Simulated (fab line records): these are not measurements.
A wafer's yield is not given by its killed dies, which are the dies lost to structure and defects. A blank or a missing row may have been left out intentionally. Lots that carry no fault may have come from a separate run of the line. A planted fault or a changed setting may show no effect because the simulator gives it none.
fab line records -- flow rit-cmos
record: lots: 5, wafers: 27
route steps=202 shown ACTIVE@11 GATE@95 SPACER@130 NSD@131 PSD@151 SDANNEAL@153 SILICIDE@162
start-h: hours from the record's opening day to when the first of the lot's shown wafers began -- wait-h: hours elapsed since this lot's preceding step -- " unchanged from the row above -- L1.1+2: a row that stands for several wafers -- - either no value or no given start -- * or withheld: withheld -- < > ~ a bound
route shown NAME@n: NAME is a module with steps in the file, n the number in the route of the first one -- usual: mean/standard deviation taken from wafers without a fault -- same: alike in all rows -- chamber/n: place in a boat -- sites: each site's reading -- _std_site: standard deviation across them -- _edge_site: outer sites' mean less inner sites' -- radius-mm: how far each site lies from the wafer's centre -- mask NAME#n: copy n -- behind: the last tool/chamber to shape the wafer -- hold: reason for holding the lot/hours on hold/outcome of the hold -- device: whichever transistor did not switch (one of n, p or np) -- end of line: tests run on the same wafers once the route is complete -- where a step has no rows: the recipe by itself -- killed: at the first sort, the dies lost to defects and structure; wafer yield is something else -- map: a wafer's dies, x killed, . not, _ none there
set.NAME: the setting the step ran with; set.NAME@STEP: the setting that earlier step ran with -- model.NAME: the simulator's own value behind a step, which no gauge read
lots whose settings were changed on purpose; a table a step, a row a wafer
== steps ==
step: RIT_ACTIVE_DEVELOP_10
recipe: resist: NOVOLAK, develop-time-s: 50, dev-temp-c: 23
lot.wafer,tool,chamber,start-h,wait-h,set.develop-time-s
L075.1+2+3,litho-track-02,0,-,-,78.68
L075.4+5+6,litho-track-02,0,-,-,50
L080.1+3+6,litho-track-03,0,-,-,28.57
L080.2+4+5,litho-track-03,0,-,-,50
L082.1+4+6,litho-track-01,0,-,-,23.34
L082.2+3+5,litho-track-01,0,-,-,50
L083.1+2+3,litho-track-02,0,-,-,60.11
L083.4+5+6,litho-track-02,0,-,-,50
L085.2+3+5,litho-track-02,0,-,-,50
step: RIT_ACTIVE_CD_MEAS_11
recipe: target-cd-nm: 1400
usual: cd-nm: 1399.8/2.4
lot.wafer,tool,chamber,start-h,wait-h,set.develop-time-s@ACTIVE_DEVELOP_10,cd-nm
L075.1,cd-sem-01,-,19.44,-,78.68,1358.3
L075.2,cd-sem-01,-,19.44,-,78.68,1358.7
L075.3,cd-sem-01,-,19.44,-,78.68,1358.3
L075.4,cd-sem-01,-,19.44,-,50,1401.6
L075.5,cd-sem-01,-,19.44,-,50,1401.9
L075.6,cd-sem-01,-,19.44,-,50,1400.5
L080.1,cd-sem-01,-,46.28,-,28.57,1460.1
L080.2,cd-sem-01,-,46.28,-,50,1400.3
L080.3,cd-sem-01,-,46.28,-,28.57,1459.3
L080.4,cd-sem-01,-,46.28,-,50,1396.6
L080.5,cd-sem-01,-,46.28,-,50,1399.9
L080.6,cd-sem-01,-,46.28,-,28.57,1460.0
L082.1,cd-sem-01,-,54.71,-,23.34,1485.7
L082.2,cd-sem-01,-,54.71,-,50,1401.4
L082.3,cd-sem-01,-,54.71,-,50,1400.0
L082.4,cd-sem-01,-,54.71,-,23.34,1488.6
L082.5,cd-sem-01,-,54.71,-,50,1398.8
L082.6,cd-sem-01,-,54.71,-,23.34,1486.9
L083.1,cd-sem-02,-,59.44,-,60.11,1382.8
L083.2,cd-sem-02,-,59.44,-,60.11,1383.4
L083.3,cd-sem-02,-,59.44,-,60.11,1382.4
L083.4,cd-sem-02,-,59.44,-,50,1398.7
L083.5,cd-sem-02,-,59.44,-,50,1399.9
L083.6,cd-sem-02,-,59.44,-,50,1400.2
L085.2,cd-sem-02,-,69.58,-,50,1396.9
L085.3,cd-sem-02,-,69.58,-,50,1397.1
L085.5,cd-sem-02,-,69.58,-,50,1392.3
step: RIT_ACTIVE_HARDBAKE_12
recipe: resist: NOVOLAK, temp-c: 140, time-s: 60
step: RIT_ACTIVE_ETCH_13
recipe: stop-on: SiO2, chemistry: SF6, target: Si3N4, time-s: 210, over-etch-frac: 0.4, SF6_flow_sccm: 200, pressure-mtorr: 260, rf-w: 125, target-depth-a: 2100
lot.wafer,tool,chamber,start-h,wait-h,set.develop-time-s@ACTIVE_DEVELOP_10,model.ACTIVE.cd-nm
L075.1,rie-diel-03,0,19.71,0.1,78.68,1358
L075.2+3,rie-diel-03,"1,3",19.71,0.1,78.68,1359
L075.4+5,rie-diel-03,2,19.71,0.1,50,1402
L075.6,rie-diel-03,3,19.71,0.1,50,1401
L080.1+6,rie-diel-04,1,46.58,0.1,28.57,1460
L080.2+5,rie-diel-04,"0,2",46.58,0.1,50,1400
L080.3,rie-diel-04,2,46.58,0.1,28.57,1459
L080.4,rie-diel-04,3,46.58,0.1,50,1397
L082.1,rie-diel-03,1,54.98,0.1,23.34,1486
L082.2,rie-diel-03,3,54.98,0.1,50,1401
L082.3,rie-diel-03,0,54.98,0.1,50,1400
L082.4,rie-diel-03,2,54.98,0.1,23.34,1488
L082.5,rie-diel-03,2,54.98,0.1,50,1398
L082.6,rie-diel-03,1,54.98,0.1,23.34,1487
L083.1+2,rie-diel-02,"0,1",59.71,0.1,60.11,1383
L083.3,rie-diel-02,2,59.71,0.1,60.11,1382
L083.4,rie-diel-02,2,59.71,0.1,50,1399
L083.5+6,rie-diel-02,"0,1",59.71,0.1,50,1400
L085.2+3,rie-diel-04,"3,1",69.83,0.1,50,1397
L085.5,rie-diel-04,3,69.83,0.1,50,1393
step: RIT_ACTIVE_STRIP_14
recipe: chemistry: O2, time-s: 180, resist: NOVOLAK, platen-temp-c: withheld, power-w: 500, pressure-mtorr: 4000, o2-flow-sccm: 4000
step: RIT_ACTIVE_CD_MEAS_90
recipe: target-cd-nm: 1400
usual: cd-nm: 1399.8/2.3
lot.wafer,tool,chamber,start-h,wait-h,set.develop-time-s@ACTIVE_DEVELOP_10,cd-nm
L075.1,cd-sem-01,-,20.02,0.1,78.68,1358.3
L075.2,cd-sem-01,-,20.02,0.1,78.68,1358.7
L075.3,cd-sem-01,-,20.02,0.1,78.68,1358.9
L075.4,cd-sem-01,-,20.02,0.1,50,1401.9
L075.5,cd-sem-01,-,20.02,0.1,50,1401.4
L075.6,cd-sem-01,-,20.02,0.1,50,1400.9
L080.1,cd-sem-02,-,46.89,0.1,28.57,1460.3
L080.2,cd-sem-02,-,46.89,0.1,50,1400.6
L080.3,cd-sem-02,-,46.89,0.1,28.57,1459.1
L080.4,cd-sem-02,-,46.89,0.1,50,1396.5
L080.5,cd-sem-02,-,46.89,0.1,50,1399.9
L080.6,cd-sem-02,-,46.89,0.1,28.57,1460.5
L082.1,cd-sem-02,-,55.29,0.1,23.34,1486.0
L082.2,cd-sem-02,-,55.29,0.1,50,1401.6
L082.3,cd-sem-02,-,55.29,0.1,50,1400.0
L082.4,cd-sem-02,-,55.29,0.1,23.34,1489.0
L082.5,cd-sem-02,-,55.29,0.1,50,1398.7
L082.6,cd-sem-02,-,55.29,0.1,23.34,1486.8
L083.1,cd-sem-01,-,60.02,0.1,60.11,1383.7
L083.2,cd-sem-01,-,60.02,0.1,60.11,1382.9
L083.3,cd-sem-01,-,60.02,0.1,60.11,1382.1
L083.4,cd-sem-01,-,60.02,0.1,50,1398.7
L083.5,cd-sem-01,-,60.02,0.1,50,1400.3
L083.6,cd-sem-01,-,60.02,0.1,50,1400.3
L085.2,cd-sem-01,-,70.16,0.1,50,1397.2
L085.3,cd-sem-01,-,70.16,0.1,50,1396.6
L085.5,cd-sem-01,-,70.16,0.1,50,1392.4
step: RIT_GATE_ETCH_19
recipe: chemistry: SF6/CHF3/O2, time-s: 165, SF6_flow_sccm: 30, CHF3_flow_sccm: 30, O2_flow_sccm: 5, target: poly-Si, pressure-mtorr: 40, rf-w: 160, target-depth-a: 3125, over-etch-frac: 0.25, stop-on: SiO2
lot.wafer,tool,chamber,start-h,wait-h,set.time-s,model.NOVOLAK_of_GATE_COAT_11.thk-nm
L075.1,rie-si-01,1,43.12,0.1,165,671
L075.2,rie-si-01,0,43.12,0.1,165,664.6
L075.3+5,rie-si-01,2,43.12,0.1,194.4,652.6
L075.4,rie-si-01,3,43.12,0.1,194.4,648.4
L075.6,rie-si-01,3,43.12,0.1,165,662.3
L080.1,rie-si-02,1,67.95,0.1,165,668.8
L080.2,rie-si-02,2,67.95,0.1,223.2,640.9
L080.3,rie-si-02,3,67.95,0.1,223.2,644
L080.4,rie-si-02,2,67.95,0.1,165,671.6
L080.5,rie-si-02,1,67.95,0.1,223.2,639.1
L080.6,rie-si-02,3,67.95,0.1,165,670.4
L082.1,rie-si-02,2,76.36,0.1,165,669.1
L082.2,rie-si-02,1,76.36,0.1,165,670.6
L082.3,rie-si-02,3,76.36,0.1,199.2,654.9
L082.4,rie-si-02,0,76.36,0.1,165,669.4
L082.5,rie-si-02,2,76.36,0.1,199.2,654.7
L082.6,rie-si-02,3,76.36,0.1,199.2,654.2
L083.1,rie-si-01,2,81.36,0.1,165,670.6
L083.2,rie-si-01,3,81.36,0.1,200.7,642.4
L083.3,rie-si-01,0,81.36,0.1,200.7,646
L083.4,rie-si-01,1,81.36,0.1,200.7,656.7
L083.5,rie-si-01,0,81.36,0.1,165,667.4
L083.6,rie-si-01,3,81.36,0.1,165,664.2
L085.2,rie-si-01,1,91.43,0.1,165,672.9
L085.3,rie-si-01,2,91.43,0.1,165,668.9
L085.5,rie-si-01,0,91.43,0.1,165,665.1
step: RIT_SPACER_ETCHBACK_05
recipe: target-depth-a: 2500, SF6_flow_sccm: 30, CHF3_flow_sccm: 30, target: Si3N4, chemistry: SF6/CHF3, pressure-mtorr: 40, rf-w: 250, time-s: 240, stop-on: SiO2
usual: oes-product-au: 0.855/0.011
lot.wafer,tool,chamber,start-h,wait-h,set.time-s,oes-product-au,model.etch.depth-nm,model.poly-Si_of_GATE_CVD_08.thk-nm,model.Si3N4_of_SPACER_CVD_03.thk-nm
L075.1,rie-diel-02,2,52.97,0.1,148.7,1.002,195,189.7,216.1
L075.2,rie-diel-02,1,52.97,0.1,240,0.855,251,164.3,195.8
L075.3,rie-diel-02,0,52.97,0.1,240,0.846,252.5,167.5,198.8
L075.4,rie-diel-02,1,52.97,0.1,148.7,1.017,196.9,191.3,218.6
L075.5,rie-diel-02,0,52.97,0.1,148.7,0.978,189.6,191.3,218.8
L075.6,rie-diel-02,2,52.97,0.1,240,0.837,252,164.3,197.1
L080.1,rie-diel-03,3,78.99,0.1,240,0.852,252.1,172,198.7
L080.2,rie-diel-03,2,78.99,0.1,240,0.864,251.3,173.3,197.8
L080.3,rie-diel-03,1,78.99,0.1,240,0.861,250.6,170.7,195.1
L080.4,rie-diel-03,0,78.99,0.1,240,0.864,249.9,170.6,194.4
L080.5,rie-diel-03,1,78.99,0.1,240,0.861,252.7,171.4,197.1
L080.6,rie-diel-03,2,78.99,0.1,240,0.862,252.8,173.1,199
L082.1,rie-diel-02,2,86.71,0.1,240,0.833,249.2,167.7,194
L082.2,rie-diel-02,1,86.71,0.1,240,0.845,247.1,166.8,192.1
L082.3,rie-diel-02,0,86.71,0.1,323.9,0.817,249.8,148.5,179.2
L082.4,rie-diel-02,1,86.71,0.1,323.9,0.819,247.7,142.4,173.3
L082.5,rie-diel-02,2,86.71,0.1,323.9,0.813,249,146.7,174.7
L082.6,rie-diel-02,0,86.71,0.1,240,0.834,248.4,171.4,196.1
L083.1,rie-diel-03,1,91.16,0.1,240,0.851,247.7,171.9,193.1
L083.2,rie-diel-03,2,91.16,0.1,99.89,1.010,129.7,209.7,227.2
L083.3,rie-diel-03,3,91.16,0.1,240,0.842,245.7,173.6,194.3
L083.4,rie-diel-03,0,91.16,0.1,99.89,1.029,132.8,208.3,223.5
L083.5,rie-diel-03,0,91.16,0.1,99.89,1.036,133.7,207.1,225.1
L083.6,rie-diel-03,3,91.16,0.1,240,0.851,249.8,172.5,197.6
L085.2,rie-diel-01,0,100.12,0.0,240,0.852,250.1,170,196
L085.3,rie-diel-01,2,100.12,0.0,240,0.862,251.2,168.1,196.1
L085.5,rie-diel-01,0,100.12,0.0,240,0.861,252.2,168.3,197.7
step: RIT_NSD_HMDS_00
recipe: prime-time-s: 60, prime-temp-c: 140
step: RIT_NSD_COAT_01
recipe: resist: NOVOLAK, spin-rpm: 3250, resist-thk-nm: 1000
step: RIT_PSD_STRIP_09
recipe: chemistry: O2, time-s: 180, resist: NOVOLAK, platen-temp-c: withheld, power-w: 500, pressure-mtorr: 4000, o2-flow-sccm: 4000
step: RIT_SDANNEAL_CLEAN_00
recipe: chemistry: SC1, mix: 3:3:50, time-s: 600, temp-c: 75
lot.wafer,tool,chamber,start-h,wait-h,set.time-s@SPACER_ETCHBACK_05,model.SiO2_of_FOX2_OXIDATION_00.thk-nm
L075.1,wet-bench-03,0,56.15,0.1,148.7,196.9
L075.2,wet-bench-03,0,56.15,0.1,240,175.6
L075.3,wet-bench-03,0,56.15,0.1,240,175.1
L075.4,wet-bench-03,0,56.15,0.1,148.7,194.5
L075.5,wet-bench-03,0,56.15,0.1,148.7,194.7
L075.6,wet-bench-03,0,56.15,0.1,240,174.7
L080.1,wet-bench-01,2,82.10,0.1,240,187.4
L080.2+4,wet-bench-01,2,82.10,0.1,240,180.3
L080.3,wet-bench-01,2,82.10,0.1,240,179.7
L080.5,wet-bench-01,2,82.10,0.1,240,172.7
L080.6,wet-bench-01,2,82.10,0.1,240,182
L082.1,wet-bench-01,2,89.83,0.1,240,167.7
L082.2,wet-bench-01,2,89.83,0.1,240,164.1
L082.3,wet-bench-01,2,89.83,0.1,323.9,146.5
L082.4,wet-bench-01,2,89.83,0.1,323.9,155.4
L082.5,wet-bench-01,2,89.83,0.1,323.9,145
L082.6,wet-bench-01,2,89.83,0.1,240,164.5
L083.1,wet-bench-04,3,94.28,0.1,240,161.5
L083.2,wet-bench-04,3,94.28,0.1,99.89,181.1
L083.3,wet-bench-04,3,94.28,0.1,240,163.3
L083.4,wet-bench-04,3,94.28,0.1,99.89,189.7
L083.5,wet-bench-04,3,94.28,0.1,99.89,186.4
L083.6,wet-bench-04,3,94.28,0.1,240,168.1
L085.2,wet-bench-03,1,103.36,0.0,240,176.8
L085.3,wet-bench-03,1,103.36,0.0,240,181.5
L085.5,wet-bench-03,1,103.36,0.0,240,178.4
step: RIT_SILICIDE_SPUTTER_01
recipe: material: Ti, target-thk-nm: 30, power-w: 350, chamber-pressure-pa: 0.667, gas: Ar, time-s: 240, substrate-temp-c: 25
lot.wafer,tool,chamber,start-h,wait-h,set.time-s,model.Ti_of_SILICIDE_SPUTTER_01.thk-nm
L075.1,pvd-sputter-04,-,57.08,0.0,240,30.27
L075.2,pvd-sputter-04,-,57.08,0.0,240,30.29
L075.3,pvd-sputter-04,-,57.08,0.0,323.4,41.04
L075.4,pvd-sputter-04,-,57.08,0.0,240,30.25
L075.5,pvd-sputter-04,-,57.08,0.0,323.4,40.77
L075.6,pvd-sputter-04,-,57.08,0.0,323.4,40.73
L080.1,pvd-sputter-02,-,83.73,0.0,379.6,47.99
L080.2,pvd-sputter-02,-,83.73,0.0,379.6,47.3
L080.3,pvd-sputter-02,-,83.73,0.0,379.6,47.49
L080.4,pvd-sputter-02,-,83.73,0.0,240,29.59
L080.5,pvd-sputter-02,-,83.73,0.0,240,30
L080.6,pvd-sputter-02,-,83.73,0.0,240,30.57
L082.1,pvd-sputter-02,-,91.11,0.0,348.7,43.59
L082.2,pvd-sputter-02,-,91.11,0.0,240,29.4
L082.3,pvd-sputter-02,-,91.11,0.0,240,29.67
L082.4,pvd-sputter-02,-,91.11,0.0,240,29.11
L082.5,pvd-sputter-02,-,91.11,0.0,348.7,43.11
L082.6,pvd-sputter-02,-,91.11,0.0,348.7,42.74
L083.1,pvd-sputter-03,-,95.23,0.0,240,30
L083.2,pvd-sputter-03,-,95.23,0.0,240,30.18
L083.3,pvd-sputter-03,-,95.23,0.0,240,30.31
L083.4,pvd-sputter-03,-,95.23,0.0,240,29.79
L083.5,pvd-sputter-03,-,95.23,0.0,240,30.23
L083.6,pvd-sputter-03,-,95.23,0.0,240,29.93
L085.2,pvd-sputter-03,-,104.30,0.0,240,30.57
L085.3,pvd-sputter-03,-,104.30,0.0,240,30.45
L085.5,pvd-sputter-03,-,104.30,0.0,240,30.43
step: RIT_SILICIDE_RS_MEAS_02
recipe: thk-meas-gauge: four-point-probe, reads: Ti_of_SILICIDE_SPUTTER_01
usual: SILICIDE_TI_RS: 48.1/0.84
lot.wafer,tool,chamber,start-h,wait-h,set.time-s@SILICIDE_SPUTTER_01,SILICIDE_TI_RS[ohm/sq]
L075.1,film-metro-03,-,57.23,0.1,240,47.4
L075.2,film-metro-03,-,57.23,0.1,240,47.3
L075.3,film-metro-03,-,57.23,0.1,323.4,32.5
L075.4,film-metro-03,-,57.23,0.1,240,47.4
L075.5,film-metro-03,-,57.23,0.1,323.4,32.7
L075.6,film-metro-03,-,57.23,0.1,323.4,32.8
L080.1,film-metro-02,-,83.88,0.1,379.6,26.8
L080.2,film-metro-02,-,83.88,0.1,379.6,27.2
L080.3,film-metro-02,-,83.88,0.1,379.6,27.1
L080.4,film-metro-02,-,83.88,0.1,240,48.7
L080.5,film-metro-02,-,83.88,0.1,240,47.9
L080.6,film-metro-02,-,83.88,0.1,240,46.8
L082.1,film-metro-02,-,91.26,0.1,348.7,30.1
L082.2,film-metro-02,-,91.26,0.1,240,49.1
L082.3,film-metro-02,-,91.26,0.1,240,48.6
L082.4,film-metro-02,-,91.26,0.1,240,49.6
L082.5,film-metro-02,-,91.26,0.1,348.7,30.5
L082.6,film-metro-02,-,91.26,0.1,348.7,30.9
L083.1,film-metro-03,-,95.38,0.1,240,48.0
L083.2,film-metro-03,-,95.38,0.1,240,47.5
L083.3,film-metro-03,-,95.38,0.1,240,47.3
L083.4,film-metro-03,-,95.38,0.1,240,48.4
L083.5,film-metro-03,-,95.38,0.1,240,47.5
L083.6,film-metro-03,-,95.38,0.1,240,48.2
L085.2,film-metro-04,-,104.47,0.1,240,46.8
L085.3,film-metro-04,-,104.47,0.1,240,47.0
L085.5,film-metro-04,-,104.47,0.1,240,47.0
step: RIT_SILICIDE_THK_MEAS_03
recipe: thk-meas-gauge: xrf, reads: Ti_of_SILICIDE_SPUTTER_01
usual: SILICIDE_TI_THK: 30.1/0.42
lot.wafer,tool,chamber,start-h,wait-h,set.time-s@SILICIDE_SPUTTER_01,SILICIDE_TI_THK[nm]
L075.1,film-metro-03,-,57.35,0.1,240,30.4
L075.2,film-metro-03,-,57.35,0.1,240,30.5
L075.3,film-metro-03,-,57.35,0.1,323.4,41.5
L075.4,film-metro-03,-,57.35,0.1,240,30.6
L075.5,film-metro-03,-,57.35,0.1,323.4,41.0
L075.6,film-metro-03,-,57.35,0.1,323.4,41.1
L080.1,film-metro-02,-,84.00,0.1,379.6,48.2
L080.2,film-metro-02,-,84.00,0.1,379.6,47.5
L080.3,film-metro-02,-,84.00,0.1,379.6,47.7
L080.4,film-metro-02,-,84.00,0.1,240,29.7
L080.5,film-metro-02,-,84.00,0.1,240,30.2
L080.6,film-metro-02,-,84.00,0.1,240,30.8
L082.1,film-metro-02,-,91.38,0.1,348.7,43.9
L082.2,film-metro-02,-,91.38,0.1,240,29.5
L082.3,film-metro-02,-,91.38,0.1,240,29.8
L082.4,film-metro-02,-,91.38,0.1,240,29.2
L082.5,film-metro-02,-,91.38,0.1,348.7,43.3
L082.6,film-metro-02,-,91.38,0.1,348.7,43.3
L083.1,film-metro-03,-,95.50,0.1,240,30.3
L083.2,film-metro-03,-,95.50,0.1,240,30.3
L083.3,film-metro-03,-,95.50,0.1,240,30.5
L083.4,film-metro-03,-,95.50,0.1,240,30.0
L083.5,film-metro-03,-,95.50,0.1,240,30.5
L083.6,film-metro-03,-,95.50,0.1,240,30.0
L085.2,film-metro-04,-,104.58,0.1,240,30.7
L085.3,film-metro-04,-,104.58,0.1,240,30.6
L085.5,film-metro-04,-,104.58,0.1,240,30.5
== key ==
split: step: RIT_ACTIVE_DEVELOP_10, setting: develop-time-s, stated: 50, by: wafer
response: step: RIT_ACTIVE_CD_MEAS_11, reading: cd-nm, change: -1.2, per: 1%, r: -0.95
response: step: RIT_ACTIVE_ETCH_13, reading: model.ACTIVE.cd-nm, change: -1.2, per: 1%, r: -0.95
response: step: RIT_ACTIVE_CD_MEAS_90, reading: cd-nm, change: -1.2, per: 1%, r: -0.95
split: step: RIT_GATE_ETCH_19, setting: time-s, stated: 165, by: wafer
response: step: RIT_GATE_ETCH_19, reading: model.NOVOLAK_of_GATE_COAT_11.thk-nm, change: -0.816, per: 1%, r: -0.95
split: step: RIT_SPACER_ETCHBACK_05, setting: time-s, stated: 240, by: wafer
response: step: RIT_SPACER_ETCHBACK_05, reading: oes-product-au, change: -0.00278, per: 1%, r: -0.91
response: step: RIT_SPACER_ETCHBACK_05, reading: model.etch.depth-nm, shape: bent, at-lowest: 132.1, at-stated: 250.4, at-highest: 248.8
response: step: RIT_SPACER_ETCHBACK_05, reading: model.poly-Si_of_GATE_CVD_08.thk-nm, change: -0.633, per: 1%, r: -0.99
response: step: RIT_SPACER_ETCHBACK_05, reading: model.Si3N4_of_SPACER_CVD_03.thk-nm, change: -0.525, per: 1%, r: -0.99
response: step: RIT_SDANNEAL_CLEAN_00, reading: model.SiO2_of_FOX2_OXIDATION_00.thk-nm, change: -0.427, per: 1%, r: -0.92
split: step: RIT_SILICIDE_SPUTTER_01, setting: time-s, stated: 240, by: wafer
response: step: RIT_SILICIDE_SPUTTER_01, reading: model.Ti_of_SILICIDE_SPUTTER_01.thk-nm, change: +0.303, per: 1%, r: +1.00
response: step: RIT_SILICIDE_RS_MEAS_02, reading: SILICIDE_TI_RS, change: -0.385, per: 1%, r: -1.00
response: step: RIT_SILICIDE_THK_MEAS_03, reading: SILICIDE_TI_THK, change: +0.306, per: 1%, r: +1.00
